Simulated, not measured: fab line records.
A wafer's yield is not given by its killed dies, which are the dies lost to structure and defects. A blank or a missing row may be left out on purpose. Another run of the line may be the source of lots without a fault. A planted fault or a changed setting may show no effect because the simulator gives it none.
fab line records	flow rit_cmos
[record] lots = 14	wafers = 42	last_day = 8
route steps=202 shown SILICIDE@162
lots untouched by any fault: they come from a run of this same line in which no faults occurred
start_h: hours from the record's first day to the start of the lot's first wafer shown	wait_h: hours from the lot's prior step to this one	" repeats the value in the row above	L1.1+2: a row that stands for several wafers	- no value, or no start given	* or withheld: withheld	< > ~ a bound
route shown NAME@n: names a module that has steps shown in the file, with the first one's number in the route	usual: mean and standard deviation over wafers with no fault	same: alike in all rows	chamber/n: place in a boat	sites: per-site readings	_std_site: the standard deviation of these	_edge_site: outer sites' mean less inner sites'	radius_mm: for every site, how far away it sits from the centre of the wafer	mask NAME#n: copy n	behind: the tool/chamber that last shaped the wafer	hold: what put the lot on hold/how long, in hours/how the hold closed	device: the n, p or np transistor that did not switch	end of line: tests of these same wafers at the route's end	for a step that has no rows: nothing shown but its recipe	killed: not the wafer's yield, but the dies lost to structure and defects at the first sort	map: a wafer's dies, x killed, . not, _ none there
set.NAME: the setting that was run; set.NAME@STEP: the one run at that earlier step	model.NAME: the simulator's own value behind a step, which no gauge read
a sample of lots followed through the steps of the route, with each step as a table and each wafer as a row
services: a tool's chamber out of use, with start hour (start_h, from the record's first day; less than 0 if before it), hours out, and reason
[[steps]]
[step RIT_SILICIDE_SPUTTER_01]
[recipe] material = Ti	target_thk_nm = 30	power_w = 350	chamber_pressure_pa = 0.667	gas = Ar	time_s = 240	substrate_temp_c = 25
[usual] cathode_dc_power_W = 350.00/0.065	throttle_valve_pct = 30.4/1.7
lot.wafer	tool	chamber	start_h	wait_h	cathode_dc_power_W	throttle_valve_pct
L715.4	pvd_sputter-03	-	54.58	0.0	349.98	33.0
L715.5	"	-	"	"	349.98	33.0
L715.6	"	-	"	"	349.94	31.9
L716.2	pvd_sputter-02	-	56.83	0.0	350.07	29.2
L716.4	"	-	"	"	349.96	29.2
L716.6	"	-	"	"	349.92	28.2
L717.3	pvd_sputter-03	-	61.80	0.0	349.97	29.8
L717.5	"	-	"	"	350.10	29.8
L717.6	"	-	"	"	349.92	32.9
L719.1	pvd_sputter-03	-	71.01	0.0	349.97	29.8
L719.4	"	-	"	"	350.01	32.0
L719.5	"	-	"	"	350.01	32.0
L720.3	pvd_sputter-01	-	74.67	0.0	350.01	28.1
L720.5	"	-	"	"	350.07	27.7
L720.6	"	-	"	"	349.94	28.1
L721.3	pvd_sputter-03	-	82.81	0.0	349.97	31.9
L721.4	"	-	"	"	349.99	30.9
L721.5	"	-	"	"	350.03	30.0
L722.2	pvd_sputter-01	-	89.65	0.0	349.92	32.0
L722.5	"	-	"	"	350.14	32.1
L722.6	"	-	"	"	350.08	29.9
L723.1	pvd_sputter-02	-	92.04	0.0	350.05	30.4
L723.5	"	-	"	"	350.01	29.1
L723.6	"	-	"	"	350.03	28.3
L724.3	pvd_sputter-02	-	95.36	0.0	350.07	29.3
L724.4	"	-	"	"	350.02	29.3
L724.5	"	-	"	"	350.10	30.5
L726.2	pvd_sputter-02	-	111.36	0.0	349.89	28.8
L726.5	"	-	"	"	350.06	30.7
L726.6	"	-	"	"	349.96	28.9
L727.3	pvd_sputter-03	-	114.40	0.0	349.97	29.9
L727.5	"	-	"	"	350.09	29.7
L727.6	"	-	"	"	349.95	33.1
L735.2	pvd_sputter-03	-	171.87	0.0	285.97	33.2
L735.3	"	-	"	"	285.89	29.4
L735.4	"	-	"	"	285.90	30.9
L736.1	pvd_sputter-03	-	182.43	0.0	285.83	30.9
L736.3	"	-	"	"	286.00	31.8
L736.6	"	-	"	"	285.98	31.9
L737.1	pvd_sputter-01	-	184.31	0.0	350.01	31.9
L737.4	"	-	"	"	349.95	28.0
L737.5	"	-	"	"	349.94	27.9
[step RIT_SILICIDE_RS_MEAS_02]
[recipe] thk_meas_gauge = four-point-probe	reads = Ti_of_SILICIDE_SPUTTER_01
[usual] SILICIDE_TI_RS = 47.6/0.63
lot.wafer	tool	chamber	start_h	wait_h	SILICIDE_TI_RS[ohm/sq]
L715.4	film_metro-03	-	54.79	0.1	47.1
L715.5	"	-	"	"	47.3
L715.6	"	-	"	"	47.0
L716.2	film_metro-02	-	57.00	0.1	47.3
L716.4	"	-	"	"	46.7
L716.6	"	-	"	"	48.2
L717.3	film_metro-03	-	61.99	0.1	47.9
L717.5	"	-	"	"	47.8
L717.6	"	-	"	"	48.5
L719.1	film_metro-02	-	71.16	0.1	48.1
L719.4	"	-	"	"	48.4
L719.5	"	-	"	"	48.0
L720.3	film_metro-03	-	74.86	0.1	47.7
L720.5	"	-	"	"	47.4
L720.6	"	-	"	"	47.7
L721.3	film_metro-03	-	83.00	0.1	48.8
L721.4	"	-	"	"	48.7
L721.5	"	-	"	"	48.2
L722.2	film_metro-03	-	89.82	0.1	48.1
L722.5	"	-	"	"	47.6
L722.6	"	-	"	"	47.3
L723.1	film_metro-03	-	92.19	0.1	47.7
L723.5	"	-	"	"	46.8
L723.6	"	-	"	"	47.6
L724.3	film_metro-04	-	95.55	0.1	47.3
L724.4	"	-	"	"	47.0
L724.5	"	-	"	"	47.3
L726.2	film_metro-03	-	111.53	0.1	46.4
L726.5	"	-	"	"	46.9
L726.6	"	-	"	"	46.3
L727.3	film_metro-03	-	114.59	0.1	46.7
L727.5	"	-	"	"	46.3
L727.6	"	-	"	"	47.2
L735.2	film_metro-02	-	172.04	0.1	63.0
L735.3	"	-	"	"	62.0
L735.4	"	-	"	"	62.6
L736.1	film_metro-03	-	182.58	0.1	62.2
L736.3	"	-	"	"	61.1
L736.6	"	-	"	"	61.4
L737.1	film_metro-02	-	184.47	0.1	48.2
L737.4	"	-	"	"	47.9
L737.5	"	-	"	"	47.2
[step RIT_SILICIDE_THK_MEAS_03]
[recipe] thk_meas_gauge = xrf	reads = Ti_of_SILICIDE_SPUTTER_01
[usual] SILICIDE_TI_THK = 30.0/0.32
lot.wafer	tool	chamber	start_h	wait_h	SILICIDE_TI_THK[nm]
L715.4	film_metro-03	-	54.88	0.1	30.4
L715.5	"	-	"	"	30.3
L715.6	"	-	"	"	30.3
L716.2	film_metro-02	-	57.11	0.1	30.0
L716.4	"	-	"	"	30.3
L716.6	"	-	"	"	29.9
L717.3	film_metro-03	-	62.09	0.1	30.0
L717.5	"	-	"	"	30.0
L717.6	"	-	"	"	29.6
L719.1	film_metro-02	-	71.28	0.1	29.8
L719.4	"	-	"	"	29.6
L719.5	"	-	"	"	29.8
L720.3	film_metro-03	-	74.96	0.1	29.9
L720.5	"	-	"	"	30.2
L720.6	"	-	"	"	30.0
L721.3	film_metro-03	-	83.10	0.1	29.4
L721.4	"	-	"	"	29.5
L721.5	"	-	"	"	29.8
L722.2	film_metro-03	-	89.93	0.1	29.9
L722.5	"	-	"	"	29.9
L722.6	"	-	"	"	30.2
L723.1	film_metro-03	-	92.31	0.1	29.9
L723.5	"	-	"	"	30.4
L723.6	"	-	"	"	30.0
L724.3	film_metro-04	-	95.65	0.1	30.2
L724.4	"	-	"	"	30.3
L724.5	"	-	"	"	30.1
L726.2	film_metro-03	-	111.64	0.1	30.6
L726.5	"	-	"	"	30.3
L726.6	"	-	"	"	30.6
L727.3	film_metro-03	-	114.69	0.1	30.5
L727.5	"	-	"	"	30.6
L727.6	"	-	"	"	30.2
L735.2	film_metro-02	-	172.15	0.1	23.9
L735.3	"	-	"	"	24.3
L735.4	"	-	"	"	24.1
L736.1	film_metro-03	-	182.70	0.1	24.2
L736.3	"	-	"	"	24.5
L736.6	"	-	"	"	24.5
L737.1	film_metro-02	-	184.59	0.1	29.6
L737.4	"	-	"	"	29.8
L737.5	"	-	"	"	30.2
[[services]]
tool	chamber	start_h	hours	kind
pvd_sputter-01	-	65.23	1.4	repair
pvd_sputter-03	-	92.01	3.6	repair
pvd_sputter-03	-	132.27	0.6	repair
pvd_sputter-01	-	173.69	9.4	repair
[[key]]
[first_sign] step = RIT_SILICIDE_SPUTTER_01	reading = cathode_dc_power_W	direction = down	sigmas = 99+	usual = 350.00	struck = 285.93
[effect] step = RIT_SILICIDE_RS_MEAS_02	reading = SILICIDE_TI_RS	direction = up	sigmas = 23	usual = 47.6	struck = 62.0
[effect] step = RIT_SILICIDE_THK_MEAS_03	reading = SILICIDE_TI_THK	direction = down	sigmas = 18	usual = 30.0	struck = 24.3
met_at RIT_SILICIDE_SPUTTER_01
struck_lots L735,L736
tester_left_out L735,L736
onset_between 114.40 171.87
[fault] kind = process_parameter_drift	tool = pvd_sputter-03	chamber = -	onset_h = 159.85	steps = RIT_SILICIDE_SPUTTER_01	channel = power_w	offset = -64.069	shape = step	end_h = 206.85	stated = 350
// tester_left_out: of these lots the tester's yield and bins aren't shown, on N5 and GAA mostly nor the transistor test; their killed dies are dies lost to structure and defects alone, not to doping, threshold or leakage, so they don't give the yield
